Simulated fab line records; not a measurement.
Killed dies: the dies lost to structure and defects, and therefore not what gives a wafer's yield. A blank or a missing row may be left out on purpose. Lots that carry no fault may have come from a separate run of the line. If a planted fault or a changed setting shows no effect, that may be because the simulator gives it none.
Code-filled problem report in 8D (eight disciplines) form || flow ritCmos || the parts of the form that need people (team, actions taken, sign-off) are left out

1. WHAT IS WRONG
SILICIDE_TI_RS at RIT_SILICIDE_RS_MEAS_02 reads a mean of 26.9 ohm/sq on 1 wafer of 1 lot; wafers without a fault read 48.1 ohm/sq with a standard deviation of 0.52. That is -41 standard deviations from the usual mean.
The step: measures by four-point-probe.
First observed at day 5 09:13: wafer L400.3, on filmMetro-01. Wafers with a number at this step in the record: 39, from 13 lots. By rule, "out" or "out of limits" means more than 4 standard deviations away from the usual mean. The other wafers with a number count as sound.

2. WHAT IT IS; WHAT IT IS NOT
{"question": "which readings at this step", "is": "SILICIDE_TI_RS", "is not": "-"}
{"question": "which lots", "is": "L400", "is not": "L390, L391, L392, L394, L395, L396, L397, L398, L408, L410, L411, L412"}
{"question": "which wafers of those lots", "is": "L400.3", "is not": "L400.1, L400.4"}
{"question": "read on which gauges", "is": "filmMetro-01", "is not": "filmMetro-03, filmMetro-04"}
{"question": "when", "is": "from day 5 09:13", "is not": "up to then (26 sound wafers); but 12 sound wafers of L408, L410, L411, L412 came after"}

3. SUSPECTS, AND WHAT RULES EACH OUT
Counting: any tool at a process step up to the reading remains a suspect provided it ran every lot that is out. Sound lots after the first of them don't rule it out here, since some wafers of a struck lot are sound.
- the gauge at RIT_SILICIDE_RS_MEAS_02 has been ruled out. All the wafers that are out were read on filmMetro-01, but those of them that RIT_SILICIDE_SPUTTER_01 has rows for are out there too, on other tools.
- plasmaAsher-03 at RIT_PSD_STRIP_09 (strips in O2, time 180 s): kept. It ran the lot that is out, L400 (day 5 07:55); its last sound lot up to then is L396 (day 4 11:38).
- pvdSputter-03 at RIT_SILICIDE_SPUTTER_01 (material Ti, target thk 30 nm, time 240 s): kept. It ran the lot that is out, L400 (day 5 09:04); its last sound lot up to then is L398 (day 4 23:31). Its own readings are out on those wafers: chamberPressurePa, throttleValvePct.
After counting, plasmaAsher-03 at RIT_PSD_STRIP_09 and pvdSputter-03 at RIT_SILICIDE_SPUTTER_01 remain.

4. THE CAUSE (what the simulator had put in)
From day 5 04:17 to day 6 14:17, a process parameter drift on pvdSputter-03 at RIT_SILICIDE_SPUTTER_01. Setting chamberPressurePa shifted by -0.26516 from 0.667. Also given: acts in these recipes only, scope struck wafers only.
After counting, 2 suspects remain, this tool included.

5. THE EFFECT CHAIN, in route order
Each row: a reading where the mean over the struck wafers with a number is more than 3 standard deviations away from the usual. Scope: only readings with a usual standard deviation given in the record; hours: median across lots of the time from each lot's start at the first step in this table that gives one to its start at this step; sigmas: change in usual standard deviations.
{"hours": 0, "step": "RIT_SILICIDE_SPUTTER_01", "reading": "chamberPressurePa", "usual": "0.6671 Pa", "on struck wafers": 0.4038, "change": -0.2633, "sigmas": "-99 or more"}
{"hours": 0, "step": "RIT_SILICIDE_SPUTTER_01", "reading": "throttleValvePct", "usual": "30.0 %", "on struck wafers": 37.2, "change": "+7.2", "sigmas": "+13"}
{"hours": 0, "step": "RIT_SILICIDE_RS_MEAS_02", "reading": "SILICIDE_TI_RS", "usual": "48.1 ohm/sq", "on struck wafers": 26.9, "change": -21.2, "sigmas": -41}
{"hours": 3, "step": "RIT_SILICIDE_THK_MEAS_03", "reading": "SILICIDE_TI_THK", "usual": "29.82 nm", "on struck wafers": 32.99, "change": "+3.17", "sigmas": "+11"}
The process steps in it:
- RIT_SILICIDE_SPUTTER_01: material Ti, target thk 30 nm, time 240 s.

6. HOW IT WOULD HAVE BEEN CAUGHT EARLIER
In this record the first reading out of limits at a measuring or inspecting step was taken at day 5 09:13, 5 hours after the fault began at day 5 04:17.
Tool's own readings at RIT_SILICIDE_SPUTTER_01, chamberPressurePa, throttleValvePct: out on all struck wafers the step has rows for; an alarm limit on them would have tripped on the first.
The start of RIT_SILICIDE_SPUTTER_01 on pvdSputter-03 came by day 5 09:13 for every one of the lots that are out (1). Holding the tool at that point would not have protected any of them.
